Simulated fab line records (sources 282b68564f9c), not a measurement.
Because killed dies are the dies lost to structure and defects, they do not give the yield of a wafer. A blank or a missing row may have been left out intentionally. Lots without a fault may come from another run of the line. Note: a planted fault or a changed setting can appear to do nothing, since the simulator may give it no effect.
fab line records -- flow rit-cmos
record: lots: 14, wafers: 42, last-day: 7
route steps=202 shown ACTIVE@15 NWELL@38 PWELL@45 M1@202
lots untouched by any fault: they come from a run of this same line in which no faults occurred
start-h: hours from the record's opening day to when the first of the lot's shown wafers began -- wait-h: hours from the lot's prior step to this one -- " identical to the entry in the row above -- L1.1+2: a single row standing in for several wafers -- - either no value or no given start -- * or withheld: withheld -- < > ~ a bound
route shown NAME@n: NAME is a module with steps in the file, n the number in the route of the first one -- usual: average and standard deviation across the fault-free wafers -- same: alike in all rows -- chamber/n: place in a boat -- sites: each site's reading -- _std_site: the values' standard deviation -- _edge_site: outer sites' mean less inner sites' -- radius-mm: how far each site lies from the wafer's centre -- mask NAME#n: copy n -- behind: the most recent tool/chamber to have shaped the wafer -- hold: the reason the lot was held/the length of the hold in hours/how it ended -- device: transistor that didn't switch, given as n, p or np -- end of line: at the end of the route, the tests of the same wafers -- a step given without rows: its recipe and nothing more -- killed: dies that structure and defects cost at the first sort, which is not the same as the wafer's yield -- map: the dies of a wafer, with x for killed, . for not killed, _ for no die there
set.NAME: the setting as run; set.NAME@STEP: as run at that earlier step -- model.NAME: the simulator's own value behind a step, which no gauge read
a sample of lots followed through the steps of the route, with each step as a table and each wafer as a row
services: when a tool's chamber went out of use (start-h, in hours from the record's first day, below 0 if earlier), for how many hours, and the reason
== steps ==
step: RIT_ACTIVE_STRIP_14
recipe: chemistry: O2, time-s: 180, resist: NOVOLAK, platen-temp-c: withheld, power-w: 500, pressure-mtorr: 4000, o2-flow-sccm: 4000
usual: chamber-pressure-mTorr: 4000/3.9, drypump-motor-current-A: 5.9/0.38, rf-refl-power-W: 7.8/0.66
lot.wafer,tool,chamber,start-h,wait-h,chamber-pressure-mTorr,drypump-motor-current-A,rf-hours-counter-h,rf-refl-power-W
L525.3,plasma-asher-01,0,20.26,0.1,4007,5.7,-,7.9
L525.4,plasma-asher-01,1,20.26,0.1,4008,5.7,-,8.4
L525.5,plasma-asher-01,0,20.26,0.1,3995,5.7,-,7.9
L526.2,plasma-asher-01,1,24.89,0.1,4005,5.7,37,8.2
L526.4,plasma-asher-01,1,24.89,0.1,4000,5.7,-,8.2
L526.6,plasma-asher-01,1,24.89,0.1,3995,5.7,-,8.4
L527.3,plasma-asher-01,0,30.26,0.1,4001,5.7,-,8.0
L527.4,plasma-asher-01,1,30.26,0.1,3998,5.7,-,8.0
L527.6,plasma-asher-01,0,30.26,0.1,3998,5.7,-,7.9
L528.1,plasma-asher-02,1,36.13,0.1,4003,6.6,26,7.4
L528.2,plasma-asher-02,0,36.13,0.1,3998,5.5,26,7.7
L528.6,plasma-asher-02,1,36.13,0.1,4003,6.6,-,7.1
L529.3,plasma-asher-02,0,40.76,0.1,3996,5.5,-,7.6
L529.4,plasma-asher-02,1,40.76,0.1,4001,6.6,-,7.3
L529.6,plasma-asher-02,0,40.76,0.1,4000,5.5,-,7.8
L530.1,plasma-asher-03,1,44.97,0.1,3999,5.6,40,6.8
L530.2,plasma-asher-03,0,44.97,0.1,3994,5.9,40,9.2
L530.3,plasma-asher-03,0,44.97,0.1,4001,5.9,-,8.4
L531.2,plasma-asher-01,0,51.04,0.1,4001,5.7,40,7.8
L531.4,plasma-asher-01,1,51.04,0.1,3998,5.7,-,8.1
L531.6,plasma-asher-01,0,51.04,0.1,4004,5.7,-,7.9
L533.1,plasma-asher-02,0,60.64,0.1,4007,5.6,29,7.9
L533.4,plasma-asher-02,0,60.64,0.1,4002,5.5,-,7.8
L533.6,plasma-asher-02,0,60.64,0.1,4001,5.6,-,7.9
L539.3,plasma-asher-01,1,89.90,0.1,4002,5.7,-,8.4
L539.4,plasma-asher-01,0,89.90,0.1,4004,5.7,-,7.8
L539.6,plasma-asher-01,0,89.90,0.1,3998,5.7,-,8.0
L540.1,plasma-asher-03,0,94.92,0.1,4003,5.9,45,9.4
L540.2,plasma-asher-03,1,94.92,0.1,4001,5.6,45,6.5
L540.4,plasma-asher-03,1,94.92,0.1,3989,5.6,-,6.6
L542.1,plasma-asher-02,0,104.88,0.1,4001,5.5,33,8.1
L542.3,plasma-asher-02,1,104.88,0.1,3998,6.6,-,7.4
L542.5,plasma-asher-02,1,104.88,0.1,4000,6.6,-,7.1
L545.1,plasma-asher-01,0,122.27,0.1,4002,5.7,0,7.9
L545.3,plasma-asher-01,1,122.27,0.1,3999,5.7,-,8.2
L545.4,plasma-asher-01,0,122.27,0.1,4003,5.7,-,7.7
L546.3,plasma-asher-02,1,124.90,0.1,3996,6.6,-,7.0
L546.5,plasma-asher-02,1,124.90,0.1,4002,6.6,-,7.3
L546.6,plasma-asher-02,0,124.90,0.1,3998,5.5,-,7.9
L547.3,plasma-asher-03,0,131.07,0.1,3996,5.9,-,9.5
L547.4,plasma-asher-03,1,131.07,0.1,4003,5.6,-,6.6
L547.5,plasma-asher-03,1,131.07,0.1,4003,5.7,-,7.0
step: RIT_NWELL_TW_MEAS_10
usual: NWELL_TW: 2139/13
lot.wafer,tool,chamber,start-h,wait-h,NWELL_TW
L525.3,film-metro-01,-,26.51,0.1,2157
L525.4,film-metro-01,-,26.51,0.1,2139
L525.5,film-metro-01,-,26.51,0.1,2147
L526.2,film-metro-02,-,32.55,0.1,2143
L526.4,film-metro-02,-,32.55,0.1,2128
L526.6,film-metro-02,-,32.55,0.1,2134
L527.3,film-metro-02,-,37.79,0.1,2131
L527.4,film-metro-02,-,37.79,0.1,2129
L527.6,film-metro-02,-,37.79,0.1,2127
L528.1,film-metro-01,-,42.23,0.1,2152
L528.2,film-metro-01,-,42.23,0.1,2150
L528.6,film-metro-01,-,42.23,0.1,2166
L529.3,film-metro-02,-,48.47,0.1,2122
L529.4,film-metro-02,-,48.47,0.1,2134
L529.6,film-metro-02,-,48.47,0.1,2121
L530.1,film-metro-04,-,54.51,0.1,2134
L530.2,film-metro-04,-,54.51,0.1,2139
L530.3,film-metro-04,-,54.51,0.1,2138
L531.2,film-metro-04,-,58.26,0.1,2144
L531.4,film-metro-04,-,58.26,0.1,2132
L531.6,film-metro-04,-,58.26,0.1,2143
L533.1,film-metro-02,-,71.25,0.1,2132
L533.4,film-metro-02,-,71.25,0.1,2122
L533.6,film-metro-02,-,71.25,0.1,2130
L539.3,film-metro-01,-,96.79,0.1,2174
L539.4,film-metro-01,-,96.79,0.1,2152
L539.6,film-metro-01,-,96.79,0.1,2165
L540.1,film-metro-02,-,103.28,0.1,2132
L540.2,film-metro-02,-,103.28,0.1,2132
L540.4,film-metro-02,-,103.28,0.1,2138
L542.1,film-metro-01,-,119.73,0.1,2165
L542.3,film-metro-01,-,119.73,0.1,2152
L542.5,film-metro-01,-,119.73,0.1,2172
L545.1,film-metro-01,-,128.32,0.1,2146
L545.3,film-metro-01,-,128.32,0.1,2153
L545.4,film-metro-01,-,128.32,0.1,2138
L546.3,film-metro-01,-,132.55,0.1,2142
L546.5,film-metro-01,-,132.55,0.1,2141
L546.6,film-metro-01,-,132.55,0.1,2143
L547.3,film-metro-02,-,139.01,0.1,2113
L547.4,film-metro-02,-,139.01,0.1,2127
L547.5,film-metro-02,-,139.01,0.1,2116
step: RIT_PWELL_OVL_MEAS_06
usual: PWELL_OVL: 1.4/1.4
lot.wafer,tool,chamber,start-h,wait-h,PWELL_OVL[nm]
L525.3,overlay-02,-,27.57,-,-1.5
L525.4,overlay-02,-,27.57,-,-1.0
L525.5,overlay-02,-,27.57,-,-0.6
L526.2,overlay-01,-,33.48,-,0.6
L526.4,overlay-01,-,33.48,-,0.5
L526.6,overlay-01,-,33.48,-,0.0
L527.3,overlay-01,-,38.84,-,2.4
L527.4,overlay-01,-,38.84,-,1.5
L527.6,overlay-01,-,38.84,-,1.4
L528.1,overlay-01,-,43.17,-,2.8
L528.2,overlay-01,-,43.17,-,2.3
L528.6,overlay-01,-,43.17,-,0.8
L529.3,overlay-01,-,49.52,-,0.1
L529.4,overlay-01,-,49.52,-,-0.2
L529.6,overlay-01,-,49.52,-,0.5
L530.1,overlay-01,-,55.45,-,1.5
L530.2,overlay-01,-,55.45,-,2.2
L530.3,overlay-01,-,55.45,-,0.1
L531.2,overlay-01,-,59.20,-,-0.4
L531.4,overlay-01,-,59.20,-,0.1
L531.6,overlay-01,-,59.20,-,0.9
L533.1,overlay-01,-,72.32,-,2.4
L533.4,overlay-01,-,72.32,-,2.1
L533.6,overlay-01,-,72.32,-,1.0
L539.3,overlay-02,-,98.00,-,-0.5
L539.4,overlay-02,-,98.00,-,-0.1
L539.6,overlay-02,-,98.00,-,-2.1
L540.1,overlay-02,-,104.22,-,-0.1
L540.2,overlay-02,-,104.22,-,-1.3
L540.4,overlay-02,-,104.22,-,-0.5
L542.1,overlay-01,-,120.67,-,3.6
L542.3,overlay-01,-,120.67,-,2.9
L542.5,overlay-01,-,120.67,-,2.8
L545.1,overlay-01,-,129.39,-,1.1
L545.3,overlay-01,-,129.39,-,2.4
L545.4,overlay-01,-,129.39,-,1.0
L546.3,overlay-01,-,133.62,-,0.9
L546.5,overlay-01,-,133.62,-,1.7
L546.6,overlay-01,-,133.62,-,1.3
L547.3,overlay-01,-,139.95,-,-0.2
L547.4,overlay-01,-,139.95,-,0.9
L547.5,overlay-01,-,139.95,-,0.1
step: RIT_PWELL_IMPLANT_08
recipe: species: B, energy-kev: 170, dose-cm2: 7e+13, tilt-deg: 7
usual: dose-ions-cm2: 7e+13/8.2e+10, faraday-current-uA: 222/4.5
lot.wafer,tool,chamber,start-h,wait-h,dose-ions-cm2,faraday-current-uA
L525.3,implanter-02,0,27.89,0.2,6.997e+13,228
L525.4,implanter-02,0,27.89,0.2,7.016e+13,227
L525.5,implanter-02,0,27.89,0.2,7.009e+13,223
L526.2,implanter-04,0,33.79,0.2,6.989e+13,222
L526.4,implanter-04,0,33.79,0.2,6.986e+13,223
L526.6,implanter-04,0,33.79,0.2,6.997e+13,227
L527.3,implanter-02,0,39.17,0.2,6.999e+13,227
L527.4,implanter-02,0,39.17,0.2,7.011e+13,221
L527.6,implanter-02,0,39.17,0.2,7.013e+13,221
L528.1,implanter-04,0,43.45,0.2,7.005e+13,217
L528.2,implanter-04,0,43.45,0.2,7e+13,224
L528.6,implanter-04,0,43.45,0.2,7.01e+13,219
L529.3,implanter-02,0,49.85,0.2,7.001e+13,226
L529.4,implanter-02,0,49.85,0.2,7.004e+13,222
L529.6,implanter-02,0,49.85,0.2,6.998e+13,218
L530.1,implanter-02,0,55.74,0.2,7.008e+13,211
L530.2,implanter-02,0,55.74,0.2,7.004e+13,220
L530.3,implanter-02,0,55.74,0.2,6.995e+13,225
L531.2,implanter-02,0,59.51,0.2,7.007e+13,219
L531.4,implanter-02,0,59.51,0.2,7.008e+13,226
L531.6,implanter-02,0,59.51,0.2,7.012e+13,215
L533.1,implanter-02,0,72.65,0.2,7.008e+13,216
L533.4,implanter-02,0,72.65,0.2,7.003e+13,227
L533.6,implanter-02,0,72.65,0.2,7.003e+13,221
L539.3,implanter-02,0,98.32,0.2,5.529e+13,173
L539.4,implanter-02,0,98.32,0.2,5.533e+13,180
L539.6,implanter-02,0,98.32,0.2,5.53e+13,175
L540.1,implanter-02,0,104.68,0.2,5.521e+13,175
L540.2,implanter-02,0,104.68,0.2,5.525e+13,175
L540.4,implanter-02,0,104.68,0.2,5.526e+13,180
L542.1,implanter-01,0,120.95,0.2,6.983e+13,222
L542.3,implanter-01,0,120.95,0.2,6.994e+13,223
L542.5,implanter-01,0,120.95,0.2,6.98e+13,217
L545.1,implanter-04,0,129.67,0.2,7.001e+13,227
L545.3,implanter-04,0,129.67,0.2,7.001e+13,228
L545.4,implanter-04,0,129.67,0.2,6.99e+13,212
L546.3,implanter-01,0,133.94,0.2,7.004e+13,223
L546.5,implanter-01,0,133.94,0.2,7e+13,215
L546.6,implanter-01,0,133.94,0.2,6.996e+13,223
L547.3,implanter-04,0,140.27,0.2,7.007e+13,225
L547.4,implanter-04,0,140.27,0.2,7.004e+13,222
L547.5,implanter-04,0,140.27,0.2,7.004e+13,218
step: RIT_PWELL_TW_MEAS_10
usual: PWELL_TW: 951/6.7
lot.wafer,tool,chamber,start-h,wait-h,PWELL_TW
L525.3,film-metro-01,-,28.18,0.1,953
L525.4,film-metro-01,-,28.18,0.1,953
L525.5,film-metro-01,-,28.18,0.1,954
L526.2,film-metro-01,-,34.10,0.1,952
L526.4,film-metro-01,-,34.10,0.1,954
L526.6,film-metro-01,-,34.10,0.1,956
L527.3,film-metro-02,-,39.46,0.1,947
L527.4,film-metro-02,-,39.46,0.1,949
L527.6,film-metro-02,-,39.46,0.1,949
L528.1,film-metro-01,-,43.78,0.1,957
L528.2,film-metro-01,-,43.78,0.1,962
L528.6,film-metro-01,-,43.78,0.1,951
L529.3,film-metro-01,-,50.14,0.1,952
L529.4,film-metro-01,-,50.14,0.1,949
L529.6,film-metro-01,-,50.14,0.1,956
L530.1,film-metro-01,-,56.06,0.1,954
L530.2,film-metro-01,-,56.06,0.1,952
L530.3,film-metro-01,-,56.06,0.1,951
L531.2,film-metro-04,-,59.82,0.1,948
L531.4,film-metro-04,-,59.82,0.1,945
L531.6,film-metro-04,-,59.82,0.1,951
L533.1,film-metro-02,-,72.97,0.1,947
L533.4,film-metro-02,-,72.97,0.1,939
L533.6,film-metro-02,-,72.97,0.1,944
L539.3,film-metro-01,-,98.62,0.1,884
L539.4,film-metro-01,-,98.62,0.1,891
L539.6,film-metro-01,-,98.62,0.1,888
L540.1,film-metro-01,-,105.01,0.1,894
L540.2,film-metro-01,-,105.01,0.1,891
L540.4,film-metro-01,-,105.01,0.1,897
L542.1,film-metro-02,-,121.28,0.1,937
L542.3,film-metro-02,-,121.28,0.1,943
L542.5,film-metro-02,-,121.28,0.1,940
L545.1,film-metro-02,-,130.00,0.1,943
L545.3,film-metro-02,-,130.00,0.1,941
L545.4,film-metro-02,-,130.00,0.1,944
L546.3,film-metro-01,-,134.24,0.1,956
L546.5,film-metro-01,-,134.24,0.1,952
L546.6,film-metro-01,-,134.24,0.1,955
L547.3,film-metro-01,-,140.57,0.1,943
L547.4,film-metro-01,-,140.57,0.1,951
L547.5,film-metro-01,-,140.57,0.1,948
step: RIT_WELLDRIVE_RS_MEAS_02
recipe: thk-meas-gauge: four-point-probe
usual: PWELL_RS: 429.3/1.2
lot.wafer,tool,chamber,start-h,wait-h,PWELL_RS[ohm/sq]
L525.3,film-metro-02,-,33.47,0.1,430.2
L525.4,film-metro-02,-,33.47,0.1,429.3
L525.5,film-metro-02,-,33.47,0.1,429.7
L526.2,film-metro-01,-,39.37,0.1,432.2
L526.4,film-metro-01,-,39.37,0.1,430.7
L526.6,film-metro-01,-,39.37,0.1,432.3
L527.3,film-metro-04,-,44.75,0.1,430.0
L527.4,film-metro-04,-,44.75,0.1,429.1
L527.6,film-metro-04,-,44.75,0.1,429.1
L528.1,film-metro-01,-,50.96,0.1,431.9
L528.2,film-metro-01,-,50.96,0.1,430.0
L528.6,film-metro-01,-,50.96,0.1,431.2
L529.3,film-metro-02,-,57.03,0.1,427.8
L529.4,film-metro-02,-,57.03,0.1,428.5
L529.6,film-metro-02,-,57.03,0.1,427.2
L530.1,film-metro-04,-,61.44,0.1,427.2
L530.2,film-metro-04,-,61.44,0.1,428.0
L530.3,film-metro-04,-,61.44,0.1,427.9
L531.2,film-metro-02,-,65.09,0.1,428.2
L531.4,film-metro-02,-,65.09,0.1,429.0
L531.6,film-metro-02,-,65.09,0.1,430.1
L533.1,film-metro-02,-,78.24,0.1,428.6
L533.4,film-metro-02,-,78.24,0.1,429.1
L533.6,film-metro-02,-,78.24,0.1,429.3
L539.3,film-metro-02,-,103.90,0.1,498.4
L539.4,film-metro-02,-,103.90,0.1,498.6
L539.6,film-metro-02,-,103.90,0.1,498.7
L540.1,film-metro-01,-,112.62,0.1,496.0
L540.2,film-metro-01,-,112.62,0.1,498.1
L540.4,film-metro-01,-,112.62,0.1,495.8
L542.1,film-metro-01,-,127.26,0.1,428.9
L542.3,film-metro-01,-,127.26,0.1,429.4
L542.5,film-metro-01,-,127.26,0.1,430.1
L545.1,film-metro-04,-,135.26,0.1,427.6
L545.3,film-metro-04,-,135.26,0.1,430.8
L545.4,film-metro-04,-,135.26,0.1,428.9
L546.3,film-metro-02,-,139.73,0.1,427.9
L546.5,film-metro-02,-,139.73,0.1,428.4
L546.6,film-metro-02,-,139.73,0.1,427.6
L547.3,film-metro-04,-,146.38,0.1,428.8
L547.4,film-metro-04,-,146.38,0.1,428.7
L547.5,film-metro-04,-,146.38,0.1,428.6
step: RIT_M1_PROBE_99
usual: killed-at-contacts: 0.0/0.16, killed-at-front-end: 6.9/2.9, killed-dies: 7.0/2.9, killed-open: 3.4/2.1, killed-short: 3.5/1.8
same: gross-dies: 264, killed_at_M0_to_M3: 0, killed_at_M4_up: 0, killed-at-back-side: 0, killed-at-other: 0
lot.wafer,tool,chamber,start-h,wait-h,killed-at-contacts,killed-at-front-end,killed-dies,killed-open,killed-short
L525.3,prober-02,-,62.47,0.2,0,2,2,2,0
L525.4,prober-02,-,62.52,0.2,1,11,12,7,5
L525.5,prober-02,-,62.57,0.2,0,5,5,3,2
L526.2,prober-01,-,70.17,0.1,0,5,5,4,1
L526.4,prober-01,-,70.27,0.2,0,8,8,3,5
L526.6,prober-01,-,70.37,0.2,0,9,9,3,6
L527.3,prober-02,-,76.64,0.2,0,8,8,5,3
L527.4,prober-02,-,76.69,0.2,0,14,14,10,4
L527.6,prober-02,-,76.79,0.2,0,5,5,2,3
L528.1,prober-01,-,79.70,0.1,0,2,2,1,1
L528.2,prober-01,-,79.75,0.1,0,3,3,1,2
L528.6,prober-01,-,79.95,0.2,0,7,7,2,5
L529.3,prober-02,-,89.28,0.2,0,4,4,3,1
L529.4,prober-02,-,89.33,0.2,0,6,6,3,3
L529.6,prober-02,-,89.43,0.2,0,6,6,2,4
L530.1,prober-01,-,92.05,0.1,0,12,12,9,3
L530.2,prober-01,-,92.10,0.1,1,5,6,1,5
L530.3,prober-01,-,92.15,0.2,0,11,11,7,4
L531.2,prober-02,-,95.09,0.1,0,6,6,3,3
L531.4,prober-02,-,95.19,0.2,0,5,5,1,4
L531.6,prober-02,-,95.29,0.2,0,6,6,5,1
L533.1,prober-02,-,108.19,0.1,0,7,7,2,5
L533.4,prober-02,-,108.34,0.2,0,6,6,2,4
L533.6,prober-02,-,108.44,0.2,0,7,7,3,4
L539.3,prober-02,-,140.05,0.2,0,9,9,4,5
L539.4,prober-02,-,140.10,0.2,0,9,9,3,6
L539.6,prober-02,-,140.20,0.2,0,8,8,3,5
L540.1,prober-01,-,144.23,0.1,0,7,7,4,3
L540.2,prober-01,-,144.28,0.1,0,8,8,1,7
L540.4,prober-01,-,144.38,0.2,0,7,7,4,3
L542.1,prober-01,-,157.80,0.1,0,12,12,6,6
L542.3,prober-01,-,157.90,0.2,0,9,9,5,4
L542.5,prober-01,-,158.00,0.2,0,8,8,5,3
L545.1,prober-02,-,164.95,0.1,0,9,9,4,5
L545.3,prober-02,-,165.05,0.2,0,10,10,5,5
L545.4,prober-02,-,165.10,0.2,0,10,10,6,4
L546.3,prober-01,-,173.86,0.2,0,8,8,2,6
L546.5,prober-01,-,173.96,0.2,0,4,4,1,3
L546.6,prober-01,-,174.01,0.2,1,5,6,3,3
L547.3,prober-02,-,177.54,0.2,0,4,4,1,3
L547.4,prober-02,-,177.59,0.2,0,4,4,2,2
L547.5,prober-02,-,177.64,0.2,0,8,8,6,2
killed by level:class
L525.3 GATE:geometric-particle:open=1 SPACER:geometric-particle:open=1
L525.4 GATE:geometric-particle:open=4 GATE:geometric-particle:short=3 FOX2:geometric-particle:open=1 REOX:geometric-particle:short=1 SPACER:geometric-particle:short=1 SPACER:geometric-particle:open=1 CONTACT:geometric-particle:open=1
L525.5 GATE:geometric-particle:short=2 FOX2:geometric-particle:open=1 SPACER:geometric-particle:open=1 SILICIDE:geometric-particle:open=1
L526.2 GATE:geometric-particle:open=2 FOX2:geometric-particle:short=1 FOX2:geometric-particle:open=1 SILICIDE:geometric-particle:open=1
L526.4 GATE:geometric-particle:short=4 FOX1:geometric-particle:open=1 GATE:geometric-particle:open=1 SPACER:geometric-particle:open=1 SPACER:geometric-particle:short=1
L526.6 GATE:geometric-particle:short=5 FOX1:geometric-particle:open=1 FOX2:geometric-particle:short=1 GATE:geometric-particle:open=1 SILICIDE:geometric-particle:open=1
L527.3 GATE:geometric-particle:open=3 REOX:geometric-particle:open=2 REOX:geometric-particle:short=2 GATE:geometric-particle:short=1
L527.4 GATE:geometric-particle:open=6 FOX1:geometric-particle:short=2 REOX:geometric-particle:open=2 FOX1:geometric-particle:open=1 REOX:geometric-particle:short=1 SPACER:geometric-particle:short=1 SPACER:geometric-particle:open=1
L527.6 FOX1:geometric-particle:short=1 GATE:geometric-particle:short=1 REOX:geometric-particle:open=1 SPACER:geometric-particle:short=1 SILICIDE:geometric-particle:open=1
L528.1 GATE:geometric-particle:short=1 SILICIDE:geometric-particle:open=1
L528.2 GATE:geometric-particle:open=1 REOX:geometric-particle:short=1 SILICIDE:geometric-particle:short=1
L528.6 REOX:geometric-particle:short=3 GATE:geometric-particle:short=2 ACTIVE:geometric-particle:open=1 REOX:geometric-particle:open=1
L529.3 REOX:geometric-particle:open=2 SPACER:geometric-particle:open=1 REOX:geometric-particle:short=1
L529.4 GATE:geometric-particle:open=3 GATE:geometric-particle:short=3
L529.6 SPACER:geometric-particle:short=2 FOX1:geometric-particle:short=1 GATE:geometric-particle:short=1 REOX:geometric-particle:open=1 SPACER:geometric-particle:open=1
L530.1 GATE:geometric-particle:open=3 FOX2:geometric-particle:open=2 SPACER:geometric-particle:open=2 SILICIDE:geometric-particle:open=2 FOX2:geometric-particle:short=1 GATE:geometric-particle:short=1 REOX:geometric-particle:short=1
L530.2 FOX1:geometric-particle:short=2 GATE:geometric-particle:short=2 REOX:geometric-particle:open=1 CONTACT:geometric-particle:short=1
L530.3 FOX2:geometric-particle:open=2 REOX:geometric-particle:open=2 REOX:geometric-particle:short=2 GATE:geometric-particle:open=1 SPACER:geometric-particle:open=1 SPACER:geometric-particle:short=1 SILICIDE:geometric-particle:open=1 SILICIDE:geometric-particle:short=1
L531.2 GATE:geometric-particle:short=2 GATE:geometric-particle:open=1 REOX:geometric-particle:short=1 REOX:geometric-particle:open=1 SPACER:geometric-particle:open=1
L531.4 SPACER:geometric-particle:short=2 ACTIVE:geometric-particle:short=1 GATE:geometric-particle:open=1 REOX:geometric-particle:short=1
L531.6 SPACER:geometric-particle:open=3 FOX1:geometric-particle:open=1 GATE:geometric-particle:short=1 GATE:geometric-particle:open=1
L533.1 FOX1:geometric-particle:short=2 FOX1:geometric-particle:open=1 GATE:geometric-particle:open=1 REOX:geometric-particle:short=1 SPACER:geometric-particle:short=1 SILICIDE:geometric-particle:short=1
L533.4 GATE:geometric-particle:short=2 FOX1:geometric-particle:open=1 FOX1:geometric-particle:short=1 REOX:geometric-particle:open=1 REOX:geometric-particle:short=1
L533.6 GATE:geometric-particle:short=2 SILICIDE:geometric-particle:short=2 GATE:geometric-particle:open=1 REOX:geometric-particle:open=1 SILICIDE:geometric-particle:open=1
L539.3 FOX1:geometric-particle:short=2 GATE:geometric-particle:short=2 SPACER:geometric-particle:open=2 FOX2:geometric-particle:open=1 GATE:geometric-particle:open=1 REOX:geometric-particle:short=1
L539.4 GATE:geometric-particle:short=2 ACTIVE:geometric-particle:open=1 FOX1:geometric-particle:short=1 FOX2:geometric-particle:open=1 FOX2:geometric-particle:short=1 GATE:geometric-particle:open=1 REOX:geometric-particle:short=1 SPACER:geometric-particle:short=1
L539.6 GATE:geometric-particle:short=3 FOX1:geometric-particle:open=1 REOX:geometric-particle:open=1 SPACER:geometric-particle:short=1 SPACER:geometric-particle:open=1 SILICIDE:geometric-particle:short=1
L540.1 REOX:geometric-particle:open=2 SPACER:geometric-particle:short=2 GATE:geometric-particle:open=1 REOX:geometric-particle:short=1 SPACER:geometric-particle:open=1
L540.2 SILICIDE:geometric-particle:short=4 GATE:geometric-particle:short=2 SPACER:geometric-particle:short=1 SILICIDE:geometric-particle:open=1
L540.4 GATE:geometric-particle:short=2 GATE:geometric-particle:open=2 FOX1:geometric-particle:short=1 FOX1:geometric-particle:open=1 SPACER:geometric-particle:open=1
L542.1 SPACER:geometric-particle:open=5 SPACER:geometric-particle:short=4 GATE:geometric-particle:short=1 GATE:geometric-particle:open=1 SILICIDE:geometric-particle:short=1
L542.3 FOX1:geometric-particle:open=2 GATE:geometric-particle:short=2 GATE:geometric-particle:open=2 SILICIDE:geometric-particle:short=2 SPACER:geometric-particle:open=1
L542.5 GATE:geometric-particle:open=2 FOX1:geometric-particle:short=1 FOX1:geometric-particle:open=1 GATE:geometric-particle:short=1 SPACER:geometric-particle:short=1 SPACER:geometric-particle:open=1 SILICIDE:geometric-particle:open=1
L545.1 FOX1:geometric-particle:short=4 FOX1:geometric-particle:open=2 GATE:geometric-particle:open=1 REOX:geometric-particle:short=1 SILICIDE:geometric-particle:open=1
L545.3 GATE:geometric-particle:short=3 REOX:geometric-particle:open=3 FOX1:geometric-particle:open=1 FOX1:geometric-particle:short=1 FOX2:geometric-particle:open=1 SPACER:geometric-particle:short=1
L545.4 GATE:geometric-particle:open=3 GATE:geometric-particle:short=2 FOX1:geometric-particle:open=1 FOX1:geometric-particle:short=1 REOX:geometric-particle:open=1 SPACER:geometric-particle:short=1 SILICIDE:geometric-particle:open=1
L546.3 FOX1:geometric-particle:short=2 FOX1:geometric-particle:open=1 FOX2:geometric-particle:short=1 FOX2:geometric-particle:open=1 GATE:geometric-particle:short=1 REOX:geometric-particle:short=1 SPACER:geometric-particle:short=1
L546.5 FOX1:geometric-particle:short=2 FOX2:geometric-particle:short=1 FOX2:geometric-particle:open=1
L546.6 GATE:geometric-particle:open=2 GATE:geometric-particle:short=2 FOX2:geometric-particle:open=1 CONTACT:geometric-particle:short=1
L547.3 FOX2:geometric-particle:short=1 GATE:geometric-particle:short=1 GATE:geometric-particle:open=1 REOX:geometric-particle:short=1
L547.4 GATE:geometric-particle:open=2 SPACER:geometric-particle:short=2
L547.5 FOX2:geometric-particle:open=2 GATE:geometric-particle:open=2 REOX:geometric-particle:open=2 GATE:geometric-particle:short=1 SILICIDE:geometric-particle:short=1
== services ==
tool,chamber,start-h,hours,kind
implanter-02,-,76.55,3.1,repair
plasma-asher-01,-,108.75,9.0,pm
plasma-asher-01,0,108.75,9.0,vent-cycle
plasma-asher-01,1,108.75,9.0,vent-cycle
plasma-asher-01,0,117.75,-,clean
plasma-asher-01,1,117.75,-,clean
== key ==
first-sign: step: RIT_PWELL_IMPLANT_08, reading: dose-ions-cm2, direction: down, sigmas: 99+, usual: 7e+13, struck: 5.528e+13
effect: step: RIT_PWELL_IMPLANT_08, reading: faraday-current-uA, direction: down, sigmas: 10, usual: 222, struck: 176
effect: step: RIT_PWELL_TW_MEAS_10, reading: PWELL_TW, direction: down, sigmas: 9, usual: 951, struck: 891
effect: step: RIT_WELLDRIVE_RS_MEAS_02, reading: PWELL_RS, direction: up, sigmas: 57, usual: 429.3, struck: 497.6
met-at RIT_PWELL_IMPLANT_08
struck-lots L539,L540
tester-left-out L539,L540
not-acting-at RIT_ACTIVE_STRIP_14,RIT_NWELL_TW_MEAS_10,RIT_PWELL_OVL_MEAS_06
onset-between 72.65 98.32
fault: kind: process-parameter-drift, tool: implanter-02, chamber: -, onset-h: 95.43, steps: RIT_PWELL_IMPLANT_08, channel: dose-cm2, offset: -1.47e+13, shape: step, end-h: 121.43, acts-in: these-recipes-only, stated: 7e+13
tester-left-out: of these lots the tester's yield and bins aren't shown, on N5 and GAA mostly nor the transistor test; their killed dies are dies lost to structure and defects alone, not to doping, threshold or leakage, so they don't give the yield
